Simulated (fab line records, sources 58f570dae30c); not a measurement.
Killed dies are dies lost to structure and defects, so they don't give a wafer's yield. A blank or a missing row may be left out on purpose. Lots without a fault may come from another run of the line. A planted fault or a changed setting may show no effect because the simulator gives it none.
Which tool did it? | flow berkeley_cmos170 | 14 lots, 42 wafers sampled, at 3 steps of a route of 331

WHAT THE GAUGES READ, wafer by wafer
UCB170_GATE_CD_MEAS_12: target cd 350 nm.
lot  | measured     | on        | cd_nm (nm)
L396 | day 7 10:52  | cd_sem-02 | 348.9 349.0 349.0
L395 | day 7 10:53  | cd_sem-01 | 350.9 349.7 349.8
L398 | day 7 20:00  | cd_sem-01 | 351.1 351.3 352.5
L399 | day 8 03:04  | cd_sem-01 | 350.1 348.7 349.0
L400 | day 8 03:07  | cd_sem-02 | 350.8 349.9 350.1
L401 | day 9 05:14  | cd_sem-01 | 351.5 352.2 350.6
L407 | day 10 08:36 | cd_sem-02 | 350.7 353.4 352.4
L409 | day 10 08:59 | cd_sem-01 | 349.8 350.4 350.2
L411 | day 10 21:28 | cd_sem-02 | - - -
L410 | day 10 21:19 | cd_sem-01 | - - -
L415 | day 11 21:58 | cd_sem-02 | 348.9 349.5 349.3
L414 | day 11 22:16 | cd_sem-01 | 349.8 348.8 349.1
L417 | day 12 10:52 | cd_sem-02 | 352.1 350.7 351.9
L416 | day 12 10:40 | cd_sem-01 | 348.0 349.8 349.3

WHICH TOOL RAN EACH LOT (tool, then ch and the chambers of the sampled wafers, then the start)
lot  | UCB170_NVT_STRIP_08                  | UCB170_GATE_EXPOSE_09
L396 | plasma_asher-02 ch 0,1, day 6 16:45  | krf_scanner-02 ch 0, day 7 10:16
L395 | plasma_asher-03 ch 0,1, day 6 18:02  | krf_scanner-01 ch 0, day 7 10:29
L398 | plasma_asher-04 ch 0,1, day 7 01:21  | krf_scanner-01 ch 0, day 7 19:37
L399 | plasma_asher-02 ch 0,1, day 7 11:10  | krf_scanner-02 ch 0, day 8 02:28
L400 | plasma_asher-03 ch 0,1, day 7 11:26  | krf_scanner-01 ch 0, day 8 02:43
L401 | plasma_asher-02 ch 0,1, day 8 06:42  | krf_scanner-02 ch 0, day 9 04:50
L407 | plasma_asher-04 ch 0,1, day 9 15:03  | krf_scanner-01 ch 0, day 10 08:13
L409 | plasma_asher-03 ch 0,1, day 9 15:26  | krf_scanner-02 ch 0, day 10 08:35
L411 | plasma_asher-03 ch 0,1, day 9 23:38  | krf_scanner-01, day 10 20:48
L410 | plasma_asher-02 ch 0,1, day 9 23:53  | krf_scanner-01, day 10 20:40
L415 | plasma_asher-04 ch 0,1, day 11 00:13 | krf_scanner-01 ch 0, day 11 21:09
L414 | plasma_asher-03 ch 0,1, day 11 00:30 | krf_scanner-01 ch 0, day 11 21:25
L417 | plasma_asher-02 ch 0,1, day 11 07:13 | krf_scanner-01 ch 0, day 12 10:29
L416 | plasma_asher-04 ch 0,1, day 11 07:31 | krf_scanner-02 ch 0, day 12 10:16
- UCB170_NVT_STRIP_08: strips in O2.
- UCB170_GATE_EXPOSE_09: exposes mask POLY, target cd 350 nm.

WHAT THE TOOLS THEMSELVES READ (means of the sampled wafers that have a number; where no wafer has one, the mark that the record gives instead)
UCB170_NVT_STRIP_08.
lot  | tool            | chamber_pressure_mTorr (mTorr) | drypump_motor_current_A (A) | oes_product_au (a.u.) | strip_time_to_endpoint_s (s)
L396 | plasma_asher-02 | 3498                           | 5.47                        | 0.732                 | 21.62
L395 | plasma_asher-03 | 3502                           | 5.34                        | 0.736                 | 21.61
L398 | plasma_asher-04 | 3500                           | 5.64                        | 0.732                 | 21.61
L399 | plasma_asher-02 | 3498                           | 5.66                        | 0.731                 | 21.69
L400 | plasma_asher-03 | 3499                           | 5.46                        | 0.735                 | 21.56
L401 | plasma_asher-02 | 3501                           | 5.67                        | 0.732                 | 21.63
L407 | plasma_asher-04 | 3502                           | 5.82                        | 0.739                 | 21.74
L409 | plasma_asher-03 | 3499                           | 5.44                        | 0.733                 | 21.62
L411 | plasma_asher-03 | 3500                           | 5.45                        | 0.732                 | 21.45
L410 | plasma_asher-02 | 3498                           | 5.47                        | 0.733                 | 21.63
L415 | plasma_asher-04 | 3501                           | 5.63                        | 0.733                 | 21.54
L414 | plasma_asher-03 | 3499                           | 5.45                        | 0.739                 | 21.58
L417 | plasma_asher-02 | 3501                           | 5.66                        | 0.735                 | 21.65
L416 | plasma_asher-04 | 3499                           | 5.83                        | 0.734                 | 21.62

UCB170_GATE_EXPOSE_09.
lot  | tool           | exposure_dose_mJ_cm2 | focus_offset_nm (nm)
L396 | krf_scanner-02 | 20.960               | -0.8
L395 | krf_scanner-01 | 20.973               | 0.1
L398 | krf_scanner-01 | 20.987               | 0.8
L399 | krf_scanner-02 | 20.997               | -0.6
L400 | krf_scanner-01 | 21.021               | -0.1
L401 | krf_scanner-02 | 20.948               | -0.1
L407 | krf_scanner-01 | 20.997               | -0.3
L409 | krf_scanner-02 | 20.995               | 0.1
L411 | krf_scanner-01 | -                    | -
L410 | krf_scanner-01 | -                    | -
L415 | krf_scanner-01 | 20.946               | 0.3
L414 | krf_scanner-01 | 20.959               | -0.5
L417 | krf_scanner-01 | 20.990               | 0.2
L416 | krf_scanner-02 | 20.983               | 0.2

THE ANSWER, worked out from the rows above alone
Rule: what is usual is taken from the lots themselves. Put in order of their means at a reading, lots are off if they are a third of the lots or fewer, leave a main group of 4 or more, and stand apart from it by a gap of 3 or more times the standard deviation of the main group's means; of several such gaps the widest counts. A main group whose means are all the same, to the digits that the tables above print for the reading, isn't used. A lot without any number at a reading at which 4 lots or more have one is off too. The other lots that the step has rows for count as sound. The gauges are gone through in route order, then the tools' own readings, and for those a lot's mean is taken as printed above. The first step at which some lot is off is used, and at that step the reading that is off furthest; a lot without a number counts as furthest.
Off: L411, L410, at UCB170_GATE_CD_MEAS_12 (cd_nm). Without a number there: L411, L410. The main group: mean 350.3 nm, standard deviation 1.1.
A tool fits if, at a process step before that reading, it ran every lot that is off, and no sound lot after the first of them. The gauges at UCB170_GATE_CD_MEAS_12 aren't tried: what is off there is off at UCB170_GATE_EXPOSE_09 too, on other tools, and a gauge's error can't cause that. None of those tried fits.

WHAT THE SIMULATOR HAD PUT IN
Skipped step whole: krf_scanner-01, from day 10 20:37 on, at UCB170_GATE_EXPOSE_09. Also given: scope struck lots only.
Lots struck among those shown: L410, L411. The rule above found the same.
